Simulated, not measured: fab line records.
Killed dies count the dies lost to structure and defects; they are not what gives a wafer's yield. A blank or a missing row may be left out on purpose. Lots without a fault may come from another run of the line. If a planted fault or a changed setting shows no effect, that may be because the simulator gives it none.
The tool behind it: which one? :: flow berkeley_cmos170 :: 13 lots with 39 wafers sampled at 6 steps, on a route of 331 steps

== WHAT THE GAUGES SHOWED, per wafer ==
UCB170_PWELL_THK_MEAS_06.
lot: L205
measured: day 3 00:20
on: film_metro-04
PWELL_NITRIDE_THK (nm): 218.0 217.1 218.5

lot: L206
measured: day 3 00:20
on: film_metro-01
PWELL_NITRIDE_THK (nm): 222.8 221.6 221.0

lot: L207
measured: day 3 08:22
on: film_metro-03
PWELL_NITRIDE_THK (nm): 221.5 223.2 222.8

lot: L208
measured: day 3 08:20
on: film_metro-01
PWELL_NITRIDE_THK (nm): 216.2 216.7 217.6

lot: L209
measured: day 3 17:52
on: film_metro-03
PWELL_NITRIDE_THK (nm): 221.2 220.8 220.3

lot: L210
measured: day 3 17:50
on: film_metro-04
PWELL_NITRIDE_THK (nm): 219.3 221.2 218.9

lot: L213
measured: day 4 15:06
on: film_metro-04
PWELL_NITRIDE_THK (nm): 172.8 172.8 173.1

lot: L214
measured: day 4 15:05
on: film_metro-01
PWELL_NITRIDE_THK (nm): 175.9 175.1 175.8

lot: L215
measured: day 4 20:43
on: film_metro-01
PWELL_NITRIDE_THK (nm): 220.1 219.2 220.8

lot: L217
measured: day 5 11:18
on: film_metro-03
PWELL_NITRIDE_THK (nm): 172.6 172.9 171.8

lot: L219
measured: day 5 21:08
on: film_metro-04
PWELL_NITRIDE_THK (nm): 222.5 224.5 222.9

lot: L224
measured: day 7 11:11
on: film_metro-04
PWELL_NITRIDE_THK (nm): 218.6 220.2 219.4

lot: L225
measured: day 7 11:10
on: film_metro-03
PWELL_NITRIDE_THK (nm): 219.2 218.4 218.4

UCB170_ACTIVE_THK_MEAS_03.
lot: L205
measured: day 3 17:56
on: film_metro-04
ACTIVE_OXIDE_THK (nm): 26.2 26.4 26.4

lot: L206
measured: day 3 17:56
on: film_metro-01
ACTIVE_OXIDE_THK (nm): 25.9 26.1 26.0

lot: L207
measured: day 4 06:26
on: film_metro-02
ACTIVE_OXIDE_THK (nm): 25.6 25.7 25.5

lot: L208
measured: day 4 06:25
on: film_metro-04
ACTIVE_OXIDE_THK (nm): 26.7 25.8 26.7

lot: L209
measured: day 4 14:58
on: film_metro-04
ACTIVE_OXIDE_THK (nm): 25.7 25.8 25.9

lot: L210
measured: day 4 14:56
on: film_metro-01
ACTIVE_OXIDE_THK (nm): 25.8 26.0 26.1

lot: L213
measured: day 5 13:56
on: film_metro-01
ACTIVE_OXIDE_THK (nm): 27.2 26.7 27.2

lot: L214
measured: day 5 13:56
on: film_metro-04
ACTIVE_OXIDE_THK (nm): 27.2 27.4 27.2

lot: L215
measured: day 5 21:30
on: film_metro-04
ACTIVE_OXIDE_THK (nm): 26.4 27.1 26.8

lot: L217
measured: day 6 11:03
on: film_metro-02
ACTIVE_OXIDE_THK (nm): 27.0 26.7 26.4

lot: L219
measured: day 7 03:10
on: film_metro-04
ACTIVE_OXIDE_THK (nm): 27.2 26.9 26.8

lot: L224
measured: day 8 16:42
on: film_metro-02
ACTIVE_OXIDE_THK (nm): 26.7 26.1 26.6

lot: L225
measured: day 8 16:41
on: film_metro-04
ACTIVE_OXIDE_THK (nm): 26.6 26.5 26.5

UCB170_PFIELD_TW_MEAS_09.
lot: L205
measured: day 4 05:13
on: film_metro-02
PFIELD_TW: 599 600 599

lot: L206
measured: day 4 05:29
on: film_metro-03
PFIELD_TW: 608 609 607

lot: L207
measured: day 4 15:31
on: film_metro-03
PFIELD_TW: 607 604 603

lot: L208
measured: day 4 15:13
on: film_metro-01
PFIELD_TW: 602 604 604

lot: L209
measured: day 5 01:19
on: film_metro-02
PFIELD_TW: 606 603 601

lot: L210
measured: day 5 01:35
on: film_metro-02
PFIELD_TW: 604 600 605

lot: L213
measured: day 5 22:50
on: film_metro-03
PFIELD_TW: 604 606 607

lot: L214
measured: day 5 23:22
on: film_metro-01
PFIELD_TW: 598 604 598

lot: L215
measured: day 6 09:35
on: film_metro-02
PFIELD_TW: 607 605 607

lot: L217
measured: day 6 22:16
on: film_metro-03
PFIELD_TW: 601 606 607

lot: L219
measured: day 7 13:15
on: film_metro-03
PFIELD_TW: 601 605 604

lot: L224
measured: day 9 02:24
on: film_metro-03
PFIELD_TW: 601 600 599

lot: L225
measured: day 9 02:37
on: film_metro-01
PFIELD_TW: 600 597 597

UCB170_SCREENOX_THK_MEAS_02.
lot: L205
measured: day 5 04:24
on: film_metro-04
SCREENOX_OXIDE_THK (nm): 14.98 14.66 14.50

lot: L206
measured: day 5 04:24
on: film_metro-01
SCREENOX_OXIDE_THK (nm): 14.17 13.96 14.47

lot: L207
measured: day 5 15:47
on: film_metro-04
SCREENOX_OXIDE_THK (nm): 14.32 14.32 14.21

lot: L208
measured: day 5 15:46
on: film_metro-01
SCREENOX_OXIDE_THK (nm): 13.96 14.31 14.29

lot: L209
measured: day 6 02:11
on: film_metro-01
SCREENOX_OXIDE_THK (nm): 14.32 14.23 14.39

lot: L210
measured: day 6 02:10
on: film_metro-04
SCREENOX_OXIDE_THK (nm): 14.14 14.28 14.08

lot: L213
measured: day 7 00:34
on: film_metro-04
SCREENOX_OXIDE_THK (nm): 14.04 14.18 14.01

lot: L214
measured: day 7 00:34
on: film_metro-02
SCREENOX_OXIDE_THK (nm): 14.73 14.39 14.38

lot: L215
measured: day 7 13:57
on: film_metro-01
SCREENOX_OXIDE_THK (nm): 14.88 14.94 15.26

lot: L217
measured: day 7 22:57
on: film_metro-04
SCREENOX_OXIDE_THK (nm): 14.11 14.05 14.24

lot: L219
measured: day 8 17:17
on: film_metro-01
SCREENOX_OXIDE_THK (nm): 14.53 14.45 14.62

lot: L224
measured: day 9 19:54
on: film_metro-02
SCREENOX_OXIDE_THK (nm): 14.50 14.36 14.11

lot: L225
measured: day 9 19:53
on: film_metro-01
SCREENOX_OXIDE_THK (nm): 13.89 13.94 13.93

== EACH LOT AND THE TOOL THAT RAN IT (in order: tool; ch and the chambers of the sampled wafers; start) ==
lot: L205
UCB170_PWELL_CVD_05: lpcvd-02 ch 0, day 2 22:25
UCB170_PWELL_ETCH_14: rie_diel-02 ch 1,3, day 3 01:44

lot: L206
UCB170_PWELL_CVD_05: lpcvd-02 ch 1, day 2 22:25
UCB170_PWELL_ETCH_14: rie_diel-03 ch 1,3, day 3 01:37

lot: L207
UCB170_PWELL_CVD_05: lpcvd-02 ch 0, day 3 06:25
UCB170_PWELL_ETCH_14: rie_diel-01 ch 0,1,3, day 3 11:10

lot: L208
UCB170_PWELL_CVD_05: lpcvd-02 ch 1, day 3 06:25
UCB170_PWELL_ETCH_14: rie_diel-03 ch 1,2,3, day 3 10:55

lot: L209
UCB170_PWELL_CVD_05: lpcvd-02 ch 0, day 3 15:56
UCB170_PWELL_ETCH_14: rie_diel-03 ch 0,1,2, day 3 18:47

lot: L210
UCB170_PWELL_CVD_05: lpcvd-02 ch 1, day 3 15:56
UCB170_PWELL_ETCH_14: rie_diel-01 ch 0,1,3, day 3 18:55

lot: L213
UCB170_PWELL_CVD_05: lpcvd-02 ch 0, day 4 13:10
UCB170_PWELL_ETCH_14: rie_diel-01 ch 2,3, day 4 16:25

lot: L214
UCB170_PWELL_CVD_05: lpcvd-02 ch 1, day 4 13:10
UCB170_PWELL_ETCH_14: rie_diel-03 ch 1,2,3, day 4 16:08

lot: L215
UCB170_PWELL_CVD_05: lpcvd-01 ch 1, day 4 18:47
UCB170_PWELL_ETCH_14: rie_diel-01 ch 0,1,2, day 4 22:08

lot: L217
UCB170_PWELL_CVD_05: lpcvd-02 ch 1, day 5 09:22
UCB170_PWELL_ETCH_14: rie_diel-01 ch 1,2, day 5 12:32

lot: L219
UCB170_PWELL_CVD_05: lpcvd-01 ch 1, day 5 19:13
UCB170_PWELL_ETCH_14: rie_diel-01 ch 0,2, day 5 23:11

lot: L224
UCB170_PWELL_CVD_05: lpcvd-01 ch 0, day 7 09:14
UCB170_PWELL_ETCH_14: rie_diel-01 ch 1,2,3, day 7 12:36

lot: L225
UCB170_PWELL_CVD_05: lpcvd-01 ch 1, day 7 09:14
UCB170_PWELL_ETCH_14: rie_diel-03 ch 0,2,3, day 7 12:19
- UCB170_PWELL_CVD_05: deposits Si3N4 from SiH2Cl2/NH3, target thk 220 nm, time 3300 s.
- UCB170_PWELL_ETCH_14: etches Si3N4 in CH3F/Ar/O2, stops on SiO2, target depth 242 nm, time 151 s.

== WHAT THE TOOLS THEMSELVES READ (means of the sampled wafers that have a number; where no wafer has one, the mark that the record gives instead) ==
UCB170_PWELL_CVD_05.
lot: L205
tool: lpcvd-02
sih2cl2_flow_sccm (sccm): 24.96
spike_tc_centre_C (C): 800.7

lot: L206
tool: lpcvd-02
sih2cl2_flow_sccm (sccm): 24.93
spike_tc_centre_C (C): 805.5

lot: L207
tool: lpcvd-02
sih2cl2_flow_sccm (sccm): 24.90
spike_tc_centre_C (C): 800.8

lot: L208
tool: lpcvd-02
sih2cl2_flow_sccm (sccm): 25.03
spike_tc_centre_C (C): 804.2

lot: L209
tool: lpcvd-02
sih2cl2_flow_sccm (sccm): 24.96
spike_tc_centre_C (C): 800.9

lot: L210
tool: lpcvd-02
sih2cl2_flow_sccm (sccm): 24.99
spike_tc_centre_C (C): 802.9

lot: L213
tool: lpcvd-02
sih2cl2_flow_sccm (sccm): 24.94
spike_tc_centre_C (C): 801.4

lot: L214
tool: lpcvd-02
sih2cl2_flow_sccm (sccm): 24.94
spike_tc_centre_C (C): 805.2

lot: L215
tool: lpcvd-01
sih2cl2_flow_sccm (sccm): 25.00
spike_tc_centre_C (C): 803.0

lot: L217
tool: lpcvd-02
sih2cl2_flow_sccm (sccm): 24.95
spike_tc_centre_C (C): 803.1

lot: L219
tool: lpcvd-01
sih2cl2_flow_sccm (sccm): 24.99
spike_tc_centre_C (C): 802.4

lot: L224
tool: lpcvd-01
sih2cl2_flow_sccm (sccm): 25.00
spike_tc_centre_C (C): 800.7

lot: L225
tool: lpcvd-01
sih2cl2_flow_sccm (sccm): 25.01
spike_tc_centre_C (C): 801.9

UCB170_PWELL_ETCH_14.
lot: L205
tool: rie_diel-02
drypump_motor_current_A (A): 5.2
oes_product_au (a.u.): 0.923
throttle_valve_pct (%): 8.16

lot: L206
tool: rie_diel-03
drypump_motor_current_A (A): 5.8
oes_product_au (a.u.): 0.931
throttle_valve_pct (%): 8.23

lot: L207
tool: rie_diel-01
drypump_motor_current_A (A): 5.6
oes_product_au (a.u.): 0.955
throttle_valve_pct (%): 7.91

lot: L208
tool: rie_diel-03
drypump_motor_current_A (A): 5.9
oes_product_au (a.u.): 0.932
throttle_valve_pct (%): 8.24

lot: L209
tool: rie_diel-03
drypump_motor_current_A (A): 6.1
oes_product_au (a.u.): 0.947
throttle_valve_pct (%): 8.11

lot: L210
tool: rie_diel-01
drypump_motor_current_A (A): 5.6
oes_product_au (a.u.): 0.952
throttle_valve_pct (%): 7.90

lot: L213
tool: rie_diel-01
drypump_motor_current_A (A): 5.8
oes_product_au (a.u.): 0.838
throttle_valve_pct (%): 8.05

lot: L214
tool: rie_diel-03
drypump_motor_current_A (A): 5.9
oes_product_au (a.u.): 0.825
throttle_valve_pct (%): 8.24

lot: L215
tool: rie_diel-01
drypump_motor_current_A (A): 5.6
oes_product_au (a.u.): 0.953
throttle_valve_pct (%): 7.92

lot: L217
tool: rie_diel-01
drypump_motor_current_A (A): 5.8
oes_product_au (a.u.): 0.832
throttle_valve_pct (%): 7.92

lot: L219
tool: rie_diel-01
drypump_motor_current_A (A): 5.4
oes_product_au (a.u.): 0.969
throttle_valve_pct (%): 7.91

lot: L224
tool: rie_diel-01
drypump_motor_current_A (A): 5.8
oes_product_au (a.u.): 0.952
throttle_valve_pct (%): 8.00

lot: L225
tool: rie_diel-03
drypump_motor_current_A (A): 6.2
oes_product_au (a.u.): 0.935
throttle_valve_pct (%): 8.14

== THE ANSWER, worked out from the rows above alone ==
Rule: what is usual is taken from the lots themselves. The widest of any qualifying gaps counts: lots, ordered by their means at a reading, are off when they make up no more than a third of the lots, leave a main group of 4 or more, and stand apart from it by 3 or more times the standard deviation of that group's means. A main group is skipped when, at the precision printed for the reading in the tables above, its means are all equal. A lot without any number at a reading at which 4 lots or more have one is off too. Any other lot the step has rows for is counted as sound. First the gauges in route order, then the tools' own readings, where a lot's mean is used as printed above. At the first step where some lot is off, the reading lying furthest off is the one used; lots without a number count as furthest.
Off: L213, L214, L217, at UCB170_PWELL_THK_MEAS_06 (PWELL_NITRIDE_THK). Main group: mean 220.1 nm, sd 1.9.
If a tool, at a process step before that reading, ran all the lots that are off and no sound lot after the first of them, it fits. Not tried: the gauges at UCB170_PWELL_THK_MEAS_06; whatever is off there is also off at UCB170_PWELL_ETCH_14, on other tools, and gauge error can't account for it. One candidate fits, namely lpcvd-02 at UCB170_PWELL_CVD_05. Its last sound lot is L209 (day 3 15:56), its first lot that is off L213 (day 4 13:10): a fault that began between those two fits.

== WHAT THE SIMULATOR HAD INSERTED ==
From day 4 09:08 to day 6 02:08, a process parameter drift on lpcvd-02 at UCB170_PWELL_CVD_05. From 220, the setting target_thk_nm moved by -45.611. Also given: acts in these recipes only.
Lots struck among those shown: L214, L213, L217. The rule given above showed the same thing.
